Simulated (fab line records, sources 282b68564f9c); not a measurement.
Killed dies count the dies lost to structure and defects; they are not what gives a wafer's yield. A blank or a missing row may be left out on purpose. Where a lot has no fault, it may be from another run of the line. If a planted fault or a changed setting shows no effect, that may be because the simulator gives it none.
The tool behind it: which one? + flow rit cmos + 45 wafers from 15 lots sampled at 3 of the route's 202 steps

## WHAT EACH GAUGE READ, for each wafer
RIT_PSD_TW_MEAS_10. Usual: PSD_TW typically reads 3408, with standard deviation 28.
| lot  | measured    | on            | PSD_TW            | flag |
|------|-------------|---------------|-------------------|------|
| L593 | day 3 01:54 | film metro-03 | 3409 3416 3394    |      |
| L594 | day 3 10:55 | film metro-02 | 3431 3435 3420    |      |
| L595 | day 3 15:35 | film metro-01 | 3360 3342 3346    |      |
| L599 | day 4 11:34 | film metro-02 | 3434 3451 3439    |      |
| L600 | day 4 13:33 | film metro-01 | 30 30 30 30 30 30 | OFF  |
| L601 | day 4 18:38 | film metro-01 | 30 30 30 30 30 30 | OFF  |
| L602 | day 4 23:37 | film metro-03 | 30 30 30 30 30 30 | OFF  |
| L605 | day 5 13:50 | film metro-03 | 3402 3402 3406    |      |
| L606 | day 5 19:10 | film metro-02 | 3400 3421 3401    |      |
| L607 | day 6 00:07 | film metro-02 | 3431 3434 3404    |      |
| L608 | day 6 05:11 | film metro-03 | 3455 3450 3450    |      |
| L609 | day 6 10:47 | film metro-01 | 3388 3379 3391    |      |
| L610 | day 6 13:58 | film metro-02 | 3413 3427 3418    |      |
| L611 | day 6 18:29 | film metro-02 | 3429 3432 3415    |      |
| L612 | day 7 01:34 | film metro-03 | 3421 3425 3426    |      |

## WHAT TOOL EACH LOT RAN ON (gives the tool, then ch and the chambers of the sampled wafers, and finally the start)
| lot  | RIT_NSD_SOFTBAKE_02              | RIT_PSD_IMPLANT_08             |
|------|----------------------------------|--------------------------------|
| L593 | litho track-03 ch 0, day 2 23:19 | implanter-01 ch 0, day 3 01:34 |
| L594 | litho track-03 ch 0, day 3 08:19 | implanter-03 ch 0, day 3 10:37 |
| L595 | litho track-01 ch 0, day 3 13:00 | implanter-04 ch 0, day 3 15:18 |
| L599 | litho track-01 ch 0, day 4 08:53 | implanter-01 ch 0, day 4 11:14 |
| L600 | litho track-04 ch 0, day 4 11:04 | implanter-03, day 4 13:13      |
| L601 | litho track-03 ch 0, day 4 15:46 | implanter-04, day 4 18:18      |
| L602 | litho track-01 ch 0, day 4 20:53 | implanter-04, day 4 23:18      |
| L605 | litho track-04 ch 0, day 5 11:06 | implanter-03 ch 0, day 5 13:30 |
| L606 | litho track-01 ch 0, day 5 16:42 | implanter-04 ch 0, day 5 18:52 |
| L607 | litho track-04 ch 0, day 5 21:38 | implanter-01 ch 0, day 5 23:48 |
| L608 | litho track-03 ch 0, day 6 02:35 | implanter-01 ch 0, day 6 04:52 |
| L609 | litho track-03 ch 0, day 6 07:57 | implanter-03 ch 0, day 6 10:28 |
| L610 | litho track-03 ch 0, day 6 11:22 | implanter-04 ch 0, day 6 13:39 |
| L611 | litho track-04 ch 0, day 6 15:43 | implanter-01 ch 0, day 6 18:10 |
| L612 | litho track-04 ch 0, day 6 22:58 | implanter-04 ch 0, day 7 01:14 |
- RIT_NSD_SOFTBAKE_02: time 60.96 s.
- RIT_PSD_IMPLANT_08

## WHAT THE TOOLS THEMSELVES READ (means of the sampled wafers that have a number; where no wafer has one, the mark that the record gives instead)
RIT_NSD_SOFTBAKE_02. Usual: plate sensor t centre C 90.970 C, standard deviation 0.01; plate sensor t edge C 91.020 C, standard deviation 0.01.
| lot  | tool           | plate sensor t centre C (C) | plate sensor t edge C (C) | flag |
|------|----------------|-----------------------------|---------------------------|------|
| L593 | litho track-03 | 90.971                      | 91.032                    |      |
| L594 | litho track-03 | 90.978                      | 91.022                    |      |
| L595 | litho track-01 | 90.969                      | 91.021                    |      |
| L599 | litho track-01 | 90.967                      | 91.033                    |      |
| L600 | litho track-04 | 90.953                      | 91.024                    |      |
| L601 | litho track-03 | 90.968                      | 91.016                    |      |
| L602 | litho track-01 | 90.965                      | 91.024                    |      |
| L605 | litho track-04 | 90.983                      | 91.018                    |      |
| L606 | litho track-01 | 90.978                      | 91.029                    |      |
| L607 | litho track-04 | 90.969                      | 91.023                    |      |
| L608 | litho track-03 | 90.967                      | 91.021                    |      |
| L609 | litho track-03 | 90.972                      | 91.021                    |      |
| L610 | litho track-03 | 90.970                      | 91.016                    |      |
| L611 | litho track-04 | 90.963                      | 91.022                    |      |
| L612 | litho track-04 | 90.983                      | 91.031                    |      |

RIT_PSD_IMPLANT_08. Usual: beam energy keV 26.480, standard deviation 0.0086; beam on s 11.4 s, standard deviation 0.99; faraday current uA 13530, standard deviation 1100.
| lot  | tool         | beam energy keV | beam on s (s) | faraday current uA | flag |
|------|--------------|-----------------|---------------|--------------------|------|
| L593 | implanter-01 | 26.470          | 12.8          | 11999              |      |
| L594 | implanter-03 | 26.483          | 10.9          | 14046              |      |
| L595 | implanter-04 | 26.467          | 10.6          | 14379              |      |
| L599 | implanter-01 | 26.482          | 12.7          | 12071              |      |
| L600 | implanter-03 | -               | -             | -                  | OFF  |
| L601 | implanter-04 | -               | -             | -                  | OFF  |
| L602 | implanter-04 | -               | -             | -                  | OFF  |
| L605 | implanter-03 | 26.471          | 10.7          | 14312              |      |
| L606 | implanter-04 | 26.486          | 10.8          | 14205              |      |
| L607 | implanter-01 | 26.474          | 12.9          | 11996              |      |
| L608 | implanter-01 | 26.479          | 12.9          | 11823              |      |
| L609 | implanter-03 | 26.487          | 10.9          | 14006              |      |
| L610 | implanter-04 | 26.478          | 10.6          | 14312              |      |
| L611 | implanter-01 | 26.484          | 12.7          | 12102              |      |
| L612 | implanter-04 | 26.481          | 10.5          | 14471              |      |

## THE ANSWER, worked out from the rows above alone
Rule: take the mean of a lot's wafers that have a number; if it is more than 3 standard deviations from the usual mean, the lot is off. Also off: a lot with no number at a reading for which 4 or more lots have one. Any other lot the step has rows for is counted as sound. After the gauges, taken in route order, come the tools' own readings; for these a lot's mean is taken, as printed above. At the first step where some lot is off, the reading lying furthest off is the one used; lots without a number count as furthest.
Off: L600, L601, L602, seen at RIT_PSD_TW_MEAS_10 (PSD_TW).
If a tool, at a process step before that reading, ran all the lots that are off and no sound lot after the first of them, it fits. Not tried: the gauges at RIT_PSD_TW_MEAS_10; whatever is off there is also off at RIT_PSD_IMPLANT_08, on other tools, and gauge error can't account for it. Of those tried, none fits.

## WHAT THE SIMULATOR PUT IN
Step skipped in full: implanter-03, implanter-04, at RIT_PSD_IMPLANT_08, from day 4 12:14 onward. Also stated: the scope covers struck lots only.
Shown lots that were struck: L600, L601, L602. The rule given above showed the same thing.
